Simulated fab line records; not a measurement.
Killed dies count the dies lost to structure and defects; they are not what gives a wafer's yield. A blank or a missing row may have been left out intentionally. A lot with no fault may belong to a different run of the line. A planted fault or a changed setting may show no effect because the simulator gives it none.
Which tool did it? ; flow ritCmos ; 45 wafers from 15 lots sampled at 6 of the route's 202 steps

== WHAT THE GAUGES SHOWED, per wafer ==
RIT_NLDD_OVL_MEAS_06.
lot;measured;on;NLDD_OVL (nm)
L277;day 2 23:19;overlay-02;-0.1 -0.5 0.5
L278;day 3 02:29;overlay-01;0.3 -0.5 0.6
L279;day 3 13:40;overlay-01;-1.4 -1.2 -1.3
L280;day 3 13:44;overlay-02;2.1 -0.8 0.5
L281;day 3 18:09;overlay-01;3.7 2.6 3.6
L284;day 4 07:24;overlay-02;0.0 -1.1 0.7
L285;day 4 10:16;overlay-01;-1.9 -2.1 -0.2
L288;day 5 06:14;overlay-02;-0.1 1.8 0.2
L291;day 5 17:29;overlay-02;-1.0 -0.1 0.0
L293;day 6 01:20;overlay-01;2.6 1.6 1.6
L294;day 6 08:40;overlay-02;0.9 0.7 1.7
L295;day 6 13:38;overlay-02;-0.7 -0.2 -0.2
L297;day 6 22:50;overlay-02;-0.3 -2.5 -2.1
L298;day 7 03:51;overlay-02;-1.8 -2.1 -1.6
L299;day 7 12:49;overlay-01;-0.6 0.6 -1.0

RIT_NLDD_TW_MEAS_10.
lot;measured;on;NLDD_TW
L277;day 2 23:50;filmMetro-01;2497 2485 2493
L278;day 3 03:05;filmMetro-01;2490 2499 2486
L279;day 3 14:21;filmMetro-04;2518 2517 2507
L280;day 3 14:31;filmMetro-01;2478 2491 2484
L281;day 3 18:40;filmMetro-01;2471 2494 2490
L284;day 4 07:55;filmMetro-02;2496 2473 2484
L285;day 4 10:47;filmMetro-04;2518 2514 2518
L288;day 5 06:46;filmMetro-02;2470 2454 2470
L291;day 5 18:00;filmMetro-01;1945 1957 1956 1951 1938 1940
L293;day 6 01:51;filmMetro-04;1958 1957 1966 1956 1955 1952
L294;day 6 09:10;filmMetro-01;1955 1946 1936 1949 1950 1951
L295;day 6 14:16;filmMetro-01;2477 2474 2467
L297;day 6 23:21;filmMetro-02;2475 2460 2464
L298;day 7 04:23;filmMetro-02;2496 2485 2487
L299;day 7 13:20;filmMetro-04;2502 2497 2515

RIT_NSD_OVL_MEAS_06.
lot;measured;on;NSD_OVL (nm)
L277;day 3 04:46;overlay-02;-0.4 -1.0 -1.8
L278;day 3 10:07;overlay-02;-0.4 -0.2 0.4
L279;day 3 20:15;overlay-02;1.2 0.0 0.8
L280;day 3 19:40;overlay-02;2.1 1.0 2.3
L281;day 3 23:37;overlay-02;1.4 1.4 2.1
L284;day 4 13:09;overlay-02;0.2 -1.3 -0.4
L285;day 4 16:41;overlay-01;-0.7 -0.8 -2.0
L288;day 5 11:44;overlay-01;-0.4 -0.7 0.2
L291;day 6 02:20;overlay-01;2.6 -0.9 1.4
L293;day 6 11:23;overlay-01;-0.1 -1.9 0.8
L294;day 6 22:13;overlay-02;1.4 2.6 1.6
L295;day 6 19:07;overlay-01;2.1 0.3 0.6
L297;day 7 04:29;overlay-02;-0.8 0.9 0.7
L298;day 7 09:28;overlay-01;-2.3 -1.3 -1.4
L299;day 7 18:28;overlay-01;0.0 -2.4 0.2

RIT_SDANNEAL_RS_MEAS_07: a four-point-probe measurement.
lot;measured;on;NLDD_RS (ohm/sq)
L277;day 3 07:35;filmMetro-04;151.6 151.2 151.3
L278;day 3 13:08;filmMetro-01;152.1 152.0 152.2
L279;day 3 23:13;filmMetro-04;151.4 151.4 151.3
L280;day 3 22:39;filmMetro-02;152.8 152.6 152.7
L281;day 4 02:37;filmMetro-01;152.5 152.4 151.6
L284;day 4 16:29;filmMetro-02;151.7 151.9 152.4
L285;day 4 19:31;filmMetro-02;151.7 151.9 151.8
L288;day 5 15:01;filmMetro-04;151.3 151.2 151.3
L291;day 6 05:58;filmMetro-01;291.0 291.6 292.6 291.2 291.9 293.0
L293;day 6 15:05;filmMetro-04;296.3 292.9 292.4 296.7 292.5 293.3
L294;day 7 02:20;filmMetro-02;289.1 288.7 291.4 289.4 288.9 291.4
L295;day 6 21:58;filmMetro-01;151.9 151.7 151.4
L297;day 7 07:39;filmMetro-04;151.2 152.2 152.2
L298;day 7 12:37;filmMetro-02;152.3 152.8 152.9
L299;day 7 21:34;filmMetro-04;151.5 151.6 151.8

== EACH LOT AND THE TOOL THAT RAN IT (in order: tool; ch and the chambers of the sampled wafers; start) ==
lot;RIT_NWELL_STRIP_09;RIT_NLDD_IMPLANT_08
L277;plasmaAsher-03 ch 0,1, day 1 22:26;implanter-01 ch 0, day 2 23:33
L278;plasmaAsher-02 ch 0,1, day 2 02:23;implanter-02 ch 0, day 3 02:46
L279;plasmaAsher-04 ch 0,1, day 2 15:08;implanter-04 ch 0, day 3 14:02
L280;plasmaAsher-03 ch 0,1, day 2 16:37;implanter-04 ch 0, day 3 14:13
L281;plasmaAsher-02 ch 0,1, day 2 20:11;implanter-04 ch 0, day 3 18:21
L284;plasmaAsher-04 ch 0,1, day 3 08:58;implanter-01 ch 0, day 4 07:37
L285;plasmaAsher-02 ch 0,1, day 3 12:46;implanter-01 ch 0, day 4 10:28
L288;plasmaAsher-04 ch 0,1, day 4 08:42;implanter-04 ch 0, day 5 06:26
L291;plasmaAsher-04 ch 0,1, day 4 20:37;implanter-01 ch 0, day 5 17:40
L293;plasmaAsher-02 ch 0,1, day 5 05:10;implanter-01 ch 0, day 6 01:32
L294;plasmaAsher-02 ch 0,1, day 5 11:14;implanter-01 ch 0, day 6 08:50
L295;plasmaAsher-03 ch 0, day 5 15:46;implanter-04 ch 0, day 6 13:58
L297;plasmaAsher-04 ch 0,1, day 6 03:04;implanter-04 ch 0, day 6 23:01
L298;plasmaAsher-03 ch 1, day 6 08:04;implanter-04 ch 0, day 7 04:04
L299;plasmaAsher-03 ch 0,1, day 6 12:16;implanter-04 ch 0, day 7 13:01
- RIT_NWELL_STRIP_09: strips in O2, time 180 s.
- RIT_NLDD_IMPLANT_08

== WHAT THE TOOLS THEMSELVES READ (means of the sampled wafers that have a number; where no wafer has one, the mark that the record gives instead) ==
RIT_NWELL_STRIP_09.
lot;tool;drypumpMotorCurrentA (A)
L277;plasmaAsher-03;6.2
L278;plasmaAsher-02;6.2
L279;plasmaAsher-04;5.6
L280;plasmaAsher-03;6.2
L281;plasmaAsher-02;6.3
L284;plasmaAsher-04;5.9
L285;plasmaAsher-02;6.2
L288;plasmaAsher-04;5.6
L291;plasmaAsher-04;5.8
L293;plasmaAsher-02;6.3
L294;plasmaAsher-02;6.3
L295;plasmaAsher-03;6.4
L297;plasmaAsher-04;5.9
L298;plasmaAsher-03;5.6
L299;plasmaAsher-03;5.9

RIT_NLDD_IMPLANT_08.
lot;tool;doseIonsCm2;endStationPressureTorr (Torr);faradayCurrentUA
L277;implanter-01;5e+14;6.1e-06;1561
L278;implanter-02;5e+14;6.2e-06;1613
L279;implanter-04;5e+14;6.2e-06;1594
L280;implanter-04;5e+14;6.5e-06;1579
L281;implanter-04;5e+14;6.4e-06;1556
L284;implanter-01;5e+14;6.3e-06;1579
L285;implanter-01;5e+14;6.3e-06;1563
L288;implanter-04;5e+14;6.1e-06;1556
L291;implanter-01;2e+14;5.6e-06;655
L293;implanter-01;2e+14;5.4e-06;671
L294;implanter-01;2e+14;5.5e-06;655
L295;implanter-04;5e+14;6.4e-06;1570
L297;implanter-04;5e+14;6.0e-06;1572
L298;implanter-04;5e+14;5.9e-06;1610
L299;implanter-04;5e+14;6.0e-06;1572

== THE ANSWER, worked out from the rows above alone ==
Rule: what is usual is taken from the lots themselves. Put in order of their means at a reading, lots are off if they are a third of the lots or fewer, leave a main group of 4 or more, and stand apart from it by a gap of 3 or more times the standard deviation of the main group's means; of several such gaps the widest counts. The tables above print the reading to a certain number of digits; a main group whose means all agree to those digits is not used. Also off: a lot with no number at a reading for which 4 or more lots have one. Any other lot the step has rows for is counted as sound. After the gauges, taken in route order, come the tools' own readings; for these a lot's mean is taken, as printed above. At the first step where some lot is off, the reading lying furthest off is the one used; lots without a number count as furthest.
Off: L291, L293, L294, at RIT_NLDD_TW_MEAS_10 (NLDD_TW). Main group: mean 2489, sd 16.
A tool fits if, at a process step before that reading, it ran every lot that is off, and no sound lot after the first of them. The gauges at RIT_NLDD_TW_MEAS_10 aren't tried: what is off there is off at RIT_NLDD_IMPLANT_08 too, on other tools, and a gauge's error can't cause that. One fits: RIT_NLDD_IMPLANT_08 on implanter-01. A fault onset in the window from L285 (day 4 10:28, its last sound lot) to L291 (day 5 17:40, its first lot off) fits.
The tool's own readings at RIT_NLDD_IMPLANT_08 bear it out: on the lots that are off they differ by more than 5 times the standard deviation of the sound lots' means. doseIonsCm2 reads 2e+14 there against 5e+14 on the sound lots; faradayCurrentUA reads 660 there against 1577 on the sound lots.

== WHAT THE SIMULATOR HAD INSERTED ==
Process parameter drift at RIT_NLDD_IMPLANT_08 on implanter-01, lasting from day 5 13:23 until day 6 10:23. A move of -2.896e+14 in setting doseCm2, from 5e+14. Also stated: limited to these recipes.
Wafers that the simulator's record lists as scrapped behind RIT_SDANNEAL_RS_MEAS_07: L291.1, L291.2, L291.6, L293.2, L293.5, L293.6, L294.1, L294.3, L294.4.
Shown lots that were struck: L291, L293, L294. Same finding as the rule above.
